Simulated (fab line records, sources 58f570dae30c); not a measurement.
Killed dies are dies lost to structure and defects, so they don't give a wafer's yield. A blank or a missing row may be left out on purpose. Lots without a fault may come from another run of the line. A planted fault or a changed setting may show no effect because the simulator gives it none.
fab line records | flow berkeley_cmos170
record lots=14 wafers=42 last_day=11
route steps=331 shown NWELL@29 GATE@140 V1@257
lots that met no fault: from a run of the same line without faults
start_h: hours from the record's first day to the start of the lot's first wafer shown | wait_h: hours since the lot's step before | " the same as in the row above | L1.1+2: a row that stands for several wafers | - no value, or no start given | * or withheld: withheld | < > ~ a bound
route shown NAME@n: a module of which the file shows steps, and the number in the route of the first | usual: mean/standard deviation of fault-free wafers | same: alike in all rows | chamber/n: place in a boat | sites: the reading at each site | _std_site: their standard deviation | _edge_site: outer sites' mean less inner sites' | radius_mm: how far each site lies from the wafer's centre | mask NAME#n: copy n | behind: the tool/chamber that last shaped the wafer | hold: why the lot was held/for how many hours/how that ended | device: the transistor (n, p or np) that didn't switch | end of line: the same wafers' tests at the end of the route | a step without rows: its recipe alone | killed: dies lost to structure and defects at the first sort, not the wafer's yield | map: a wafer's dies, x killed, . not, _ none there
set.NAME: the setting as run; set.NAME@STEP: as run at that earlier step | model.NAME: the simulator's own value behind a step, which no gauge read
steps of the route over a sample of lots; a table a step, a row a wafer
services: from which hour (start_h, from the record's first day; less than 0 if before it) a tool's chamber was out of use, for how many hours, and why
## steps
# step UCB170_NWELL_STRIP_15
# recipe chemistry=O2 power_w=400 pressure_mtorr=3500 platen_temp_c=withheld o2_flow_sccm=400 overash_fraction=0.5
# usual drypump_motor_current_A=5.69/0.28 oes_product_au=0.721/0.0048 strip_time_to_endpoint_s=18.03/0.13
# columns lot.wafer tool chamber start_h wait_h drypump_motor_current_A oes_product_au rf_hours_counter_h strip_time_to_endpoint_s
L245.2 plasma_asher-04 1 27.59 0.1 6.00 0.729 30 18.01
L245.3 " 1 " " 6.00 0.721 - 17.84
L245.6 " 1 " " 6.03 0.718 - 18.12
L246.2 plasma_asher-03 1 35.70 0.1 5.23 0.725 32 18.10
L246.3 " 0 " " 5.87 0.734 - 18.26
L246.6 " 0 " " 5.80 0.721 - 17.92
L248.1 plasma_asher-04 0 45.45 0.1 5.51 0.723 32 18.14
L248.2 " 1 " " 6.00 0.714 32 17.86
L248.5 " 0 " " 5.50 0.724 - 17.89
L249.2 plasma_asher-04 1 51.44 0.1 6.03 0.727 32 18.23
L249.4 " 0 " " 5.44 0.723 - 18.11
L249.6 " 1 " " 6.03 0.724 - 18.16
L250.2 plasma_asher-01 1 56.48 0.1 5.99 0.719 27 18.20
L250.3 " 1 " " 6.00 0.726 - 17.92
L250.6 " 0 " " 5.60 0.723 - 18.14
L253.3 plasma_asher-01 1 73.47 0.1 5.96 0.722 - 18.14
L253.5 " 1 " " 5.96 0.727 - 18.01
L253.6 " 0 " " 5.55 0.722 - 17.91
L254.2 plasma_asher-04 0 77.65 0.1 5.46 0.721 36 18.17
L254.4 " 0 " " 5.47 0.720 - 18.12
L254.5 " 1 " " 6.02 0.722 - 18.15
L256.1 plasma_asher-04 0 84.98 0.1 5.48 0.717 36 18.00
L256.3 " 1 " " 6.00 0.715 - 17.94
L256.4 " 0 " " 5.44 0.719 - 18.14
L259.2 plasma_asher-03 0 103.32 0.1 5.81 0.715 39 18.03
L259.3 " 1 " " 5.26 0.715 - 17.90
L259.5 " 1 " " 5.29 0.717 - 18.00
L260.1 plasma_asher-01 0 104.48 0.1 5.50 0.721 32 18.11
L260.2 " 1 " " 5.98 0.724 32 18.09
L260.5 " 1 " " 5.97 0.713 - 18.04
L262.1 plasma_asher-01 0 115.60 0.1 5.55 0.721 34 18.05
L262.2 " 1 " " 5.94 0.724 34 18.08
L262.5 " 0 " " 5.53 0.722 - 18.12
L266.1 plasma_asher-04 1 138.40 0.1 6.04 0.723 43 18.00
L266.3 " 0 " " 5.46 0.727 - 18.05
L266.5 " 1 " " 6.05 0.725 - 18.17
L267.2 plasma_asher-03 0 138.61 0.1 5.83 0.730 3 17.87
L267.4 " 1 " " 5.24 0.718 - 18.09
L267.5 " 1 " " 5.28 0.711 - 17.88
L268.1 plasma_asher-03 1 148.81 0.1 5.25 0.719 3 18.20
L268.3 " 0 " " 5.84 0.716 - 18.25
L268.5 " 0 " " 5.80 0.723 - 18.08
# step UCB170_GATE_ETCH_14
# recipe chemistry=N2/H2 target_depth_a=withheld overetch_a=withheld target=BARC time_s=withheld source_w=500 bias_w=100 pressure_mtorr=30 n2_flow_sccm=100 h2_flow_sccm=200
# usual bias_w=100.04/0.3 chamber_pressure_mTorr=29.998/0.025 drypump_motor_current_A=5.6/0.32 oes_product_au=1.003/0.029 throttle_valve_pct=13.26/0.25
# columns lot.wafer tool chamber start_h wait_h bias_w chamber_pressure_mTorr drypump_motor_current_A oes_product_au throttle_valve_pct
L246.2 rie_diel-03 0 125.79 0.0 100.19 30.040 6.1 0.970 13.37
L246.3 " 3 " " 100.32 29.983 4.9 1.047 13.25
L246.6 " 1 " " 100.04 29.969 5.4 1.023 13.15
L245.2 rie_diel-04 3 125.98 0.0 99.99 30.005 5.7 0.977 13.60
L245.3 " 1 " " 99.76 29.956 5.5 0.969 13.15
L245.6 " 0 " " 100.04 29.941 5.3 1.051 13.04
L248.1 rie_diel-04 0 139.84 0.0 100.35 29.988 5.3 1.031 13.05
L248.2 " 1 " " 100.23 30.005 5.5 0.959 13.15
L248.5 " 3 " " 99.40 30.008 5.7 0.978 13.58
L249.2 rie_diel-02 3 140.05 0.0 100.38 30.002 5.8 1.019 13.17
L249.4 " 0 " " 100.37 29.996 6.0 0.997 13.70
L249.6 " 1 " " 99.72 30.002 5.3 1.036 13.52
L250.2 rie_diel-04 0 146.41 0.0 99.93 30.007 5.2 1.033 13.05
L250.3 " 3 " " 100.17 30.048 5.7 0.972 13.58
L250.6 " 1 " " 100.38 29.973 5.5 0.966 13.15
L254.2 rie_diel-02 1 166.45 0.0 100.50 30.011 5.3 1.050 13.51
L254.4 " 3 " " 100.21 30.004 5.8 1.013 13.14
L254.5 " 0 " " 99.93 30.018 6.0 1.009 13.71
L253.3 rie_diel-04 0 166.61 0.0 100.22 29.986 5.3 1.025 13.06
L253.5 " 3 " " 99.96 30.043 5.7 0.968 13.59
L253.6 " 2 " " 99.91 30.038 6.1 0.983 12.95
L256.1 rie_diel-04 1 170.88 0.0 100.13 30.045 5.5 0.969 13.15
L256.3 " 0 " " 100.24 29.988 5.3 1.027 13.05
L256.4 " 3 " " 99.51 29.986 5.7 0.986 13.59
L259.2 rie_diel-02 3 190.75 0.0 99.92 29.993 5.8 1.006 13.15
L259.3 " 2 " " 100.00 30.004 5.4 0.974 13.12
L259.5 " 0 " " 99.87 30.023 6.0 0.997 13.70
L262.1 rie_diel-04 3 192.86 0.0 99.94 29.963 5.7 0.986 13.60
L262.2 " 1 " " 100.20 29.975 5.5 0.971 13.13
L262.5 " 0 " " 99.87 29.992 5.3 1.022 13.06
L260.1 rie_diel-02 0 192.99 0.0 100.34 29.972 6.0 1.013 13.71
L260.2 " 2 " " 100.25 29.997 5.4 0.975 13.12
L260.5 " 2 " " 100.13 29.951 5.4 0.980 13.12
L268.1 rie_diel-03 1 229.15 0.0 99.62 29.969 5.4 1.018 13.15
L268.3 " 0 " " 100.19 30.019 6.1 0.949 13.36
L268.5 " 2 " " 100.16 29.968 5.5 1.045 13.11
L266.1 rie_diel-04 2 229.27 0.0 100.24 30.037 6.0 0.988 12.93
L266.3 " 0 " " 99.94 29.963 5.3 1.016 13.03
L266.5 " 2 " " 100.70 29.987 6.0 0.994 12.92
L267.2 rie_diel-02 1 229.42 0.0 100.32 29.992 5.4 1.021 13.50
L267.4 " 0 " " 99.65 29.973 6.0 1.010 13.71
L267.5 " 2 " " 100.39 29.991 5.5 0.967 13.11
# step UCB170_GATE_ETCH_15
# recipe chemistry=HBr/Cl2 target=poly-Si stop_on=SiO2 over_etch_frac=0.3 icp_w=300 bias_w=150 time_s=56.3 pressure_mtorr=15 HBr_flow_sccm=150 Cl2_flow_sccm=50 target_depth_a=2782
# usual HBr_flow_sccm=150.1/0.46 bias_w=150.0/0.47 drypump_motor_current_A=5.86/0.26 oes_product_au=0.830/0.012 throttle_valve_pct=26.60/0.19
# columns lot.wafer tool chamber start_h wait_h HBr_flow_sccm bias_w drypump_motor_current_A oes_product_au rf_hours_counter_h throttle_valve_pct
L246.2 rie_si-01 0 125.83 - 149.5 149.8 5.57 0.824 45 26.41
L246.3 " 3 " " 150.6 149.1 6.21 0.828 61 26.45
L246.6 " 1 " " 150.8 149.9 6.14 0.826 - 26.85
L245.2 rie_si-02 3 126.02 - 150.7 149.7 6.02 0.823 2 26.40
L245.3 " 2 " " 150.3 149.6 5.50 0.824 0 26.71
L245.6 " 2 " " 149.5 149.9 5.50 0.814 - 26.70
L248.1 rie_si-01 0 139.88 - 150.0 151.1 5.61 0.813 46 26.42
L248.2 " 2 " " 150.0 150.3 5.78 0.826 89 26.89
L248.5 " 3 " " 150.9 150.0 6.24 0.831 - 26.46
L249.2 rie_si-02 3 140.09 - 149.6 150.4 6.07 0.823 2 26.41
L249.4 " 1 " " 150.2 150.3 5.76 0.845 70 26.52
L249.6 " 3 " " 149.5 150.4 6.05 0.817 - 26.42
L250.2 rie_si-01 0 146.45 - 150.4 150.8 5.57 0.823 46 26.40
L250.3 " 1 " " 150.5 150.4 6.18 0.837 1 26.83
L250.6 " 2 " " 149.8 150.5 5.80 0.826 - 26.93
L254.2 rie_si-02 3 166.49 - 149.2 149.5 6.06 0.833 2 26.41
L254.4 " 2 " " 149.8 150.0 5.49 0.830 0 26.67
L254.5 " 1 " " 149.8 149.8 5.77 0.856 - 26.52
L253.3 rie_si-01 1 166.65 - 149.1 150.1 6.15 0.828 1 26.85
L253.5 " 2 " " 150.2 149.9 5.79 0.826 - 26.92
L253.6 " 3 " " 150.3 151.1 6.28 0.820 - 26.44
L256.1 rie_si-01 1 170.93 - 150.0 150.3 6.16 0.825 1 26.84
L256.3 " 2 " " 148.8 150.9 5.79 0.816 90 26.93
L256.4 " 3 " " 150.1 151.1 6.23 0.815 61 26.44
L259.2 rie_si-01 3 190.79 - 150.1 150.1 6.19 0.839 61 26.47
L259.3 " 1 " " 150.6 150.7 6.15 0.827 1 26.86
L259.5 " 1 " " 149.9 150.2 6.16 0.829 - 26.84
L262.1 rie_si-02 2 192.90 - - - - - - -
L262.2 " 1 " " - - - - - -
L262.5 " 2 " " - - - - - -
L260.1 rie_si-01 1 193.03 - - - - - - -
L260.2 " 3 " " - - - - - -
L260.5 " 0 " " - - - - - -
L268.1 rie_si-01 0 229.19 - 150.5 150.2 5.60 0.823 46 26.41
L268.3 " 2 " " 150.1 149.6 5.81 0.831 90 26.91
L268.5 " 0 " " 150.6 149.8 5.59 0.819 - 26.43
L266.1 rie_si-02 0 229.31 - 149.5 150.7 5.75 0.828 61 26.50
L266.3 " 1 " " 149.4 150.1 5.76 0.867 70 26.51
L266.5 " 0 " " 149.6 149.9 5.75 0.830 - 26.48
L267.2 rie_si-01 3 229.46 - 149.8 149.5 6.28 0.851 61 26.44
L267.4 " 1 " " 151.0 149.7 6.14 0.839 1 26.86
L267.5 " 3 " " 149.8 149.4 6.26 0.832 - 26.46
# step UCB170_GATE_CD_MEAS_90
# recipe target_cd_nm=350
# usual cd_nm=349.9/1.5
# columns lot.wafer tool chamber start_h wait_h cd_nm
L246.2 cd_sem-01 - 126.00 0.1 350.9
L246.3 " - " " 352.0
L246.6 " - " " 349.1
L245.2 cd_sem-01 - 126.19 0.1 347.8
L245.3 " - " " 347.5
L245.6 " - " " 349.7
L248.1 cd_sem-02 - 140.03 0.1 349.9
L248.2 " - " " 350.1
L248.5 " - " " 351.1
L249.2 cd_sem-01 - 140.26 0.1 350.7
L249.4 " - " " 350.2
L249.6 " - " " 350.9
L250.2 cd_sem-02 - 146.75 0.2 351.2
L250.3 " - " " 352.6
L250.6 " - " " 350.9
L254.2 cd_sem-01 - 166.68 0.1 349.6
L254.4 " - " " 348.4
L254.5 " - " " 350.7
L253.3 cd_sem-02 - 166.84 0.1 349.9
L253.5 " - " " 350.3
L253.6 " - " " 351.2
L256.1 cd_sem-01 - 171.07 0.1 347.7
L256.3 " - " " 349.7
L256.4 " - " " 348.7
L259.2 cd_sem-02 - 191.13 0.3 349.5
L259.3 " - " " 348.1
L259.5 " - " " 349.0
L262.1 cd_sem-02 - 193.05 0.1 -
L262.2 " - " " -
L262.5 " - " " -
L260.1 cd_sem-02 - 193.18 0.1 -
L260.2 " - " " -
L260.5 " - " " -
L268.1 cd_sem-01 - 229.35 0.1 348.8
L268.3 " - " " 350.5
L268.5 " - " " 348.0
L266.1 cd_sem-02 - 229.50 0.1 350.5
L266.3 " - " " 349.2
L266.5 " - " " 350.2
L267.2 cd_sem-02 - 229.64 0.1 350.2
L267.4 " - " " 350.5
L267.5 " - " " 350.4
# step UCB170_V1_BOW_MEAS_03
# recipe mode=bow
# usual V1_BOW=20/5.7
# columns lot.wafer tool chamber start_h wait_h V1_BOW[um]
L246.2 film_metro-01 - 148.86 0.1 34
L246.3 " - " " 17
L246.6 " - " " 17
L245.2 film_metro-02 - 152.38 0.3 14
L245.3 " - " " 25
L245.6 " - " " 17
L248.1 film_metro-04 - 163.65 0.1 26
L248.2 " - " " 30
L248.5 " - " " 17
L249.2 film_metro-01 - 163.67 0.2 19
L249.4 " - " " 17
L249.6 " - " " 21
L250.2 film_metro-01 - 173.37 0.3 30
L250.3 " - " " 18
L250.6 " - " " 15
L254.2 film_metro-02 - 192.83 0.1 18
L254.4 " - " " 20
L254.5 " - " " 18
L253.3 film_metro-01 - 195.29 0.3 18
L253.5 " - " " 26
L253.6 " - " " 20
L256.1 film_metro-01 - 201.87 0.1 24
L256.3 " - " " 23
L256.4 " - " " 33
L259.2 film_metro-01 - 217.98 0.3 21
L259.3 " - " " 18
L259.5 " - " " 25
L268.1 film_metro-01 - 258.09 0.2 25
L268.3 " - " " 11
L268.5 " - " " 22
L266.1 film_metro-04 - 258.39 0.1 20
L266.3 " - " " 17
L266.5 " - " " 12
L267.2 film_metro-01 - 258.71 0.2 20
L267.4 " - " " 10
L267.5 " - " " 30
## services
# columns tool chamber start_h hours kind
rie_diel-02 3 7.22 2.6 repair
rie_diel-03 1 23.70 4.8 repair
rie_si-02 - 31.05 0.4 repair
rie_si-02 0 31.22 21.6 repair
plasma_asher-04 - 32.81 2.2 repair
plasma_asher-01 - 42.06 2.8 pm
rie_si-01 - 44.54 10.0 pm
rie_diel-03 1 70.54 27.4 repair
rie_si-02 2 76.03 - clean
rie_si-02 2 76.03 21.7 scheduled_down
rie_si-02 2 76.03 21.7 vent_cycle
rie_diel-02 0 88.29 3.7 repair
plasma_asher-03 - 108.75 9.0 pm
rie_diel-04 2 126.02 7.5 repair
rie_diel-04 1 131.23 8.4 repair
plasma_asher-03 - 139.28 9.0 repair
rie_diel-04 - 155.29 2.0 repair
plasma_asher-04 - 160.27 5.2 repair
rie_diel-04 1 165.85 1.8 repair
rie_si-02 - 167.97 0.3 repair
rie_diel-03 0 169.27 5.4 repair
rie_diel-04 - 178.74 2.8 pm
rie_si-02 2 215.02 2.3 repair
rie_si-02 - 225.60 2.8 pm
## key
first_sign step=UCB170_GATE_ETCH_15 reading=tool_record direction=missing
effect step=UCB170_GATE_CD_MEAS_90 reading=cd_nm direction=missing
met_at UCB170_GATE_ETCH_15
struck_lots L260,L262
later_rows_left_out L260.1,L260.2,L260.5,L262.1,L262.2,L262.5
sort_left_out L260.1,L260.2,L260.5,L262.1,L262.2,L262.5
tester_left_out L260,L262
not_acting_at UCB170_NWELL_STRIP_15,UCB170_GATE_ETCH_14,UCB170_V1_BOW_MEAS_03
onset_between 190.79 192.90
fault kind=skipped_step_whole tool=rie_si-01,rie_si-02 chamber=- onset_h=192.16 steps=UCB170_GATE_ETCH_15 scope=struck_lots_only
# tester_left_out: of these lots the tester's yield and bins aren't shown, on N5 and GAA mostly nor the transistor test; their killed dies are dies lost to structure and defects alone, not to doping, threshold or leakage, so they don't give the yield
# sort_left_out: the simulated sort isn't trusted on such a fault, so these wafers' sort isn't shown, and their yield isn't known
# later_rows_left_out: the simulator's readings of these wafers behind a module that went badly wrong aren't trusted and aren't shown, but for the sort
